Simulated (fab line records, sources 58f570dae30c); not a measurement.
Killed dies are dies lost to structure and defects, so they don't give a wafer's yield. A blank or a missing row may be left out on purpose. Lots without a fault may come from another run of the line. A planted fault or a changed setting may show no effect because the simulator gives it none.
One fault seen from 2 desks | flow berkeley_cmos170 | each desk has only its own numbers; what lay behind them comes last

THE METROLOGY DESK
What the gauges read, lot by lot, whatever tool the lot ran on: means of the sampled wafers that have a number. A lot is out of limits, marked OUT, if its mean lies more than 4 standard deviations from the usual mean; the brackets give that distance.
Columns: A = V2_BOW at UCB170_V2_BOW_MEAS_03, usual 37 um; B = V2_POLISHED_THK at UCB170_V2_THK_MEAS_04, usual 1000.5 nm; C = cd_nm at UCB170_V2_CD_MEAS_12, usual 699.8 nm; D = V2_OVL at UCB170_V2_OVL_MEAS_13, usual -2 nm; E = cd_nm at UCB170_V2_CD_MEAS_90, usual 699.8 nm
lot  | first seen here | A  | B      | C     | D  | E
L809 | day 8 14:34     | 44 | 1001.3 | 699.3 | -1 | 700.0
L811 | day 9 10:32     | 37 | 1001.0 | 698.6 | 3  | 698.6
L815 | day 9 15:37     | 30 | 1000.2 | 698.4 | 2  | 697.3
L818 | day 10 06:56    | 31 | 1001.6 | 700.1 | -6 | 698.9
L822 | day 11 06:55    | 42 | 1000.0 | 701.2 | 1  | 701.0
L824 | day 11 16:56    | 38 | 999.1  | 698.2 | -9 | 697.6
This desk's finding: nothing out of limits on any of the 6 lots.

THE TOOL OWNER'S DESK: rie_diel-03
The tool's own readings at UCB170_V2_ETCH_14 (etches SiO2 in CHF3/CF4/Ar, stops on Al, target depth 1250 nm, time 291 s): means of the sampled wafers that have a number, for each lot that ran on this tool. A lot is out of limits, marked OUT, if its mean lies more than 4 standard deviations from the usual mean; the brackets give that distance.
Columns: A = cf4_flow_sccm at UCB170_V2_ETCH_14, usual 15.00 sccm; B = chamber_pressure_mTorr at UCB170_V2_ETCH_14, usual 200.02 mTorr; C = drypump_motor_current_A at UCB170_V2_ETCH_14, usual 5.82 A; D = oes_product_au at UCB170_V2_ETCH_14, usual 0.873 a.u.; E = throttle_valve_pct at UCB170_V2_ETCH_14, usual 6.96 %
lot  | first seen here | A     | B      | C    | D     | E
L811 | day 9 12:04     | 15.00 | 199.80 | 6.12 | 0.872 | 6.94
L815 | day 9 17:28     | 15.06 | 200.07 | 6.34 | 0.893 | 6.98
L818 | day 10 10:51    | 14.99 | 200.00 | 6.16 | 0.885 | 6.96
This desk's finding: nothing out of limits on any of the 3 lots.

PUT TOGETHER
The metrology desk saw nothing out of limits.
The tool owner's desk saw nothing out of limits.

WHAT THE SIMULATOR HAD PUT IN
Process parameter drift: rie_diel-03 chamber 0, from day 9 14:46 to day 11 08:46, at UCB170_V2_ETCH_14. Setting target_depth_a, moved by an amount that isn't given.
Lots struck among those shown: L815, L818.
